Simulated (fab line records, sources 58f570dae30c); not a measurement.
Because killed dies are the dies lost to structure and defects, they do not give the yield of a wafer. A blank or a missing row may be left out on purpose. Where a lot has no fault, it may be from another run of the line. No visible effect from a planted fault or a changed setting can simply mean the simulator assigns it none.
fab line records | flow berkeleyCmos170
record lots=7 | wafers=21 | lastDay=12
route steps=331 shown PFIELD@80 FIELD@89
lots that met no fault: taken from a fault-free run of the same line
startH: hours from the record's opening day to when the first of the lot's shown wafers began | waitH: how many hours have passed since the lot's step before this one | " unchanged from the row above | L1.1+2: a row that stands for several wafers | - no value present, or no start provided | * or withheld: withheld | < > ~ a bound
route shown NAME@n: NAME is a module with steps in the file, n the number in the route of the first one | usual: mean and standard deviation over wafers with no fault | same: alike in all rows | chamber/n: place in a boat | sites: per-site readings | _std_site: standard deviation across them | _edge_site: outer sites' mean less inner sites' | radiusMm: how far each site lies from the wafer's centre | mask NAME#n: copy n | behind: the most recent tool/chamber to have shaped the wafer | hold: what put the lot on hold/how long, in hours/how the hold closed | device: transistor that didn't switch, given as n, p or np | end of line: at the end of the route, the tests of the same wafers | step lacking rows: just its recipe | killed: the dies lost at the first sort to structure and to defects; this is not the yield of the wafer | map: a wafer's dies, x killed, . not, _ none there
set.NAME: the setting as run; set.NAME@STEP: as run at that earlier step | model.NAME: the simulator's own value behind a step, which no gauge read
lots at selected steps of the route; one table per step, one row per wafer
services: a tool's chamber out of use, with start hour (startH, from the record's first day; less than 0 if before it), hours out, and reason
## steps
# step UCB170_PFIELD_COAT_01
# recipe resist=KrF | spinRpm=1500 | resistThkNm=900
# step UCB170_PFIELD_SOFTBAKE_02
# recipe resist=KrF | tempC=130 | timeS=60
# step UCB170_PFIELD_EXPOSE_03
# recipe maskId=PFIELD | na=0.5 | sigmaOuter=0.6 | sourceShape=conventional | targetCdNm=1500 | doseMj=30
# step UCB170_PFIELD_PEB_04
# recipe pebTempC=130 | pebTimeS=withheld | resist=KrF
# step UCB170_PFIELD_DEVELOP_05
# recipe developer=TMAH | developTimeS=45 | resist=KrF | devTempC=21
# step UCB170_PFIELD_OVL_MEAS_06
# usual PFIELD_OVL=0/5.4
lot.wafer | tool       | chamber | startH | waitH | PFIELD_OVL[nm]
L921.3    | overlay-02 | -       | 98.70  | -     | 0
L921.4    | "          | -       | "      | "     | -3
L921.6    | "          | -       | "      | "     | 3
L920.1    | overlay-01 | -       | 98.97  | -     | -5
L920.3    | "          | -       | "      | "     | 0
L920.4    | "          | -       | "      | "     | -4
L926.3    | overlay-01 | -       | 129.41 | -     | 4
L926.4    | "          | -       | "      | "     | 6
L926.5    | "          | -       | "      | "     | -3
L936.2    | overlay-01 | -       | 177.37 | -     | -8
L936.3    | "          | -       | "      | "     | -4
L936.6    | "          | -       | "      | "     | -8
L938.3    | overlay-01 | -       | 182.33 | -     | 7
L938.5    | "          | -       | "      | "     | 3
L938.6    | "          | -       | "      | "     | 7
L937.2    | overlay-02 | -       | 191.32 | -     | 0
L937.4    | "          | -       | "      | "     | -2
L937.6    | "          | -       | "      | "     | -4
L939.3    | overlay-01 | -       | 191.69 | -     | -12
L939.4    | "          | -       | "      | "     | -9
L939.6    | "          | -       | "      | "     | -12
# step UCB170_PFIELD_IMPLANT_07
# recipe species=B | doseCm2=2e+13 | energyKev=80 | tiltDeg=7
# step UCB170_PFIELD_STRIP_08
# recipe chemistry=O2 | powerW=400 | pressureMtorr=3500 | platenTempC=withheld | o2FlowSccm=400 | overashFraction=0.5
# usual drypumpMotorCurrentA=5.89/0.24 | oesProductAu=0.735/0.005 | stripTimeToEndpointS=21.70/0.06
lot.wafer | tool           | chamber | startH | waitH | drypumpMotorCurrentA | oesProductAu | rfHoursCounterH | stripTimeToEndpointS
L921.3    | plasmaAsher-01 | 1       | 98.91  | 0.1   | 5.62                 | 0.729        | -               | 21.65
L921.4    | "              | 0       | "      | "     | 5.49                 | 0.738        | -               | 21.67
L921.6    | "              | 1       | "      | "     | 5.61                 | 0.732        | -               | 21.61
L920.1    | plasmaAsher-02 | 1       | 99.15  | 0.1   | 6.07                 | 0.741        | 37              | 21.82
L920.3    | "              | 1       | "      | "     | 6.08                 | 0.736        | -               | 21.87
L920.4    | "              | 0       | "      | "     | 5.91                 | 0.733        | -               | 21.72
L926.3    | plasmaAsher-04 | 0       | 129.62 | 0.1   | 5.80                 | 0.739        | -               | 21.70
L926.4    | "              | 1       | "      | "     | 6.25                 | 0.740        | -               | 21.71
L926.5    | "              | 1       | "      | "     | 6.21                 | 0.737        | -               | 21.72
L936.2    | plasmaAsher-04 | 0       | 177.55 | 0.1   | 5.78                 | 0.734        | 52              | 21.74
L936.3    | "              | 1       | "      | "     | 6.20                 | 0.734        | -               | 21.66
L936.6    | "              | 1       | "      | "     | 6.20                 | 0.737        | -               | 21.65
L938.3    | plasmaAsher-01 | 0       | 182.53 | 0.1   | 5.53                 | 0.737        | -               | 21.67
L938.5    | "              | 1       | "      | "     | 5.58                 | 0.728        | -               | 21.58
L938.6    | "              | 0       | "      | "     | 5.51                 | 0.734        | -               | 21.69
L937.2    | plasmaAsher-04 | 0       | 191.50 | 0.1   | 5.83                 | 0.734        | 53              | 21.81
L937.4    | "              | 0       | "      | "     | 5.83                 | 0.732        | -               | 21.80
L937.6    | "              | 1       | "      | "     | 6.18                 | 0.734        | -               | 21.78
L939.3    | plasmaAsher-02 | 1       | 191.90 | 0.1   | 6.09                 | 0.737        | -               | 21.71
L939.4    | "              | 0       | "      | "     | 5.89                 | 0.726        | -               | 21.68
L939.6    | "              | 0       | "      | "     | 5.93                 | 0.742        | -               | 21.66
# step UCB170_PFIELD_TW_MEAS_09
# usual PFIELD_TW=599.3/2.4
lot.wafer | tool         | chamber | startH | waitH | PFIELD_TW
L921.3    | filmMetro-04 | -       | 99.00  | 0.1   | 595.3
L921.4    | "            | -       | "      | "     | 595.5
L921.6    | "            | -       | "      | "     | 595.1
L920.1    | filmMetro-02 | -       | 99.25  | 0.1   | 604.8
L920.3    | "            | -       | "      | "     | 604.8
L920.4    | "            | -       | "      | "     | 600.8
L926.3    | filmMetro-02 | -       | 129.71 | 0.1   | 602.1
L926.4    | "            | -       | "      | "     | 599.2
L926.5    | "            | -       | "      | "     | 597.7
L936.2    | filmMetro-04 | -       | 177.66 | 0.1   | 598.9
L936.3    | "            | -       | "      | "     | 596.4
L936.6    | "            | -       | "      | "     | 599.5
L938.3    | filmMetro-02 | -       | 182.62 | 0.1   | 595.4
L938.5    | "            | -       | "      | "     | 595.8
L938.6    | "            | -       | "      | "     | 598.6
L937.2    | filmMetro-04 | -       | 191.61 | 0.1   | 597.3
L937.4    | "            | -       | "      | "     | 597.4
L937.6    | "            | -       | "      | "     | 598.1
L939.3    | filmMetro-01 | -       | 191.98 | 0.1   | 599.0
L939.4    | "            | -       | "      | "     | 599.1
L939.6    | "            | -       | "      | "     | 601.6
# step UCB170_FIELD_CLEAN_00
# recipe chemistry=dHF | dilution=25:1 | timeS=7.5
# step UCB170_FIELD_OXIDATION_01
# recipe tempC=1000 | ambient=H2O | pH2oTorr=584.62 | targetThkA=5583 | oxTimeS=7200
# step UCB170_FIELD_THK_MEAS_02
# recipe reads=SiO2_of_FIELD_OXIDATION_01
# usual FIELD_OXIDE_THK=560/9.2
lot.wafer | tool         | chamber | startH | waitH | FIELD_OXIDE_THK[nm]
L920.1    | filmMetro-01 | -       | 104.17 | 0.0   | 558
L920.3    | "            | -       | "      | "     | 559
L920.4    | "            | -       | "      | "     | 558
L921.3    | filmMetro-03 | -       | 104.19 | 0.0   | 558
L921.4    | "            | -       | "      | "     | 550
L921.6    | "            | -       | "      | "     | 564
L926.3    | filmMetro-03 | -       | 136.00 | 0.0   | 569
L926.4    | "            | -       | "      | "     | 567
L926.5    | "            | -       | "      | "     | 570
L936.2    | filmMetro-04 | -       | 184.60 | 0.0   | 534
L936.3    | "            | -       | "      | "     | 551
L936.6    | "            | -       | "      | "     | 558
L938.3    | filmMetro-04 | -       | 188.86 | 0.0   | 577
L938.5    | "            | -       | "      | "     | 571
L938.6    | "            | -       | "      | "     | 573
L937.2    | filmMetro-01 | -       | 197.44 | 0.0   | 554
L937.4    | "            | -       | "      | "     | 561
L937.6    | "            | -       | "      | "     | 557
L939.3    | filmMetro-04 | -       | 197.45 | 0.0   | 551
L939.4    | "            | -       | "      | "     | 546
L939.6    | "            | -       | "      | "     | 546
# step UCB170_FIELD_ANNEAL_03
# recipe tempC=1000 | timeS=1200 | ambient=N2
# usual spikeTcCentreC=1001.9/1.2 | spikeTcLoadC=1023.1/1.7
lot.wafer | tool       | chamber | startH | waitH | spikeTcCentreC | spikeTcLoadC
L920.1    | furnace-01 | 0       | 105.10 | 0.9   | 1002.7         | 1024.7
L920.3    | "          | 0       | "      | "     | 1000.3         | 1025.0
L920.4    | "          | 0       | "      | "     | 1001.5         | 1023.4
L921.3    | furnace-01 | 0       | 105.10 | 0.9   | 1000.9         | 1024.8
L921.4    | "          | 0       | "      | "     | 1002.0         | 1023.6
L921.6    | "          | 0       | "      | "     | 1001.0         | 1023.5
L926.3    | furnace-02 | 0       | 137.48 | 1.5   | 1003.5         | 1022.9
L926.4    | "          | 0       | "      | "     | 1004.3         | 1021.9
L926.5    | "          | 0       | "      | "     | 1003.0         | 1021.8
L936.2    | furnace-04 | -       | 188.84 | 4.2   | -              | -
L936.3    | "          | -       | "      | "     | -              | -
L936.6    | "          | -       | "      | "     | -              | -
L938.3    | furnace-04 | -       | 191.43 | 2.6   | -              | -
L938.5    | "          | -       | "      | "     | -              | -
L938.6    | "          | -       | "      | "     | -              | -
L937.2    | furnace-01 | -       | 200.11 | 2.7   | -              | -
L937.4    | "          | -       | "      | "     | -              | -
L937.6    | "          | -       | "      | "     | -              | -
L939.3    | furnace-01 | 0       | 200.11 | 2.6   | 1001.5         | 1023.8
L939.4    | "          | 0       | "      | "     | 1002.5         | 1022.2
L939.6    | "          | 0       | "      | "     | 999.9          | 1024.2
# step UCB170_FIELD_WET_ETCH_04
# recipe chemistry=dHF | dilution=10:1 | target=SiO2 | tempC=25 | timeS=60
## services
tool           | chamber | startH | hours | kind
plasmaAsher-02 | -       | 108.75 | 9.0   | pm
plasmaAsher-02 | 0       | 108.75 | 9.0   | ventCycle
plasmaAsher-02 | 1       | 108.75 | 9.0   | ventCycle
plasmaAsher-02 | 0       | 117.75 | -     | clean
plasmaAsher-02 | 1       | 117.75 | -     | clean
plasmaAsher-04 | -       | 121.70 | 2.8   | pm
plasmaAsher-01 | -       | 187.29 | 3.8   | repair
## key
firstSign step=UCB170_FIELD_ANNEAL_03 | reading=toolRecord | direction=missing
effect none on later readings
metAt UCB170_FIELD_ANNEAL_03
struckWafers L936.2,L936.3,L936.6,L937.2,L937.4,L937.6,L938.3,L938.5,L938.6
laterRowsLeftOut L936.2,L936.3,L936.6,L937.2,L937.4,L937.6,L938.3,L938.5,L938.6
sortLeftOut L936.2,L936.3,L936.6,L937.2,L937.4,L937.6,L938.3,L938.5,L938.6
testerLeftOut L936,L937,L938
onsetBetween 105.10 188.84
fault kind=skippedStepWhole | tool=furnace-01,furnace-04 | chamber=- | onsetH=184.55 | steps=UCB170_FIELD_ANNEAL_03 | scope=struckLotsOnly
# testerLeftOut: of these lots the tester's yield and bins aren't shown, on N5 and GAA mostly nor the transistor test; their killed dies are dies lost to structure and defects alone, not to doping, threshold or leakage, so they don't give the yield
# sortLeftOut: the simulated sort isn't trusted on such a fault, so these wafers' sort isn't shown, and their yield isn't known
# laterRowsLeftOut: the simulator's readings of these wafers behind a module that went badly wrong aren't trusted and aren't shown, but for the sort
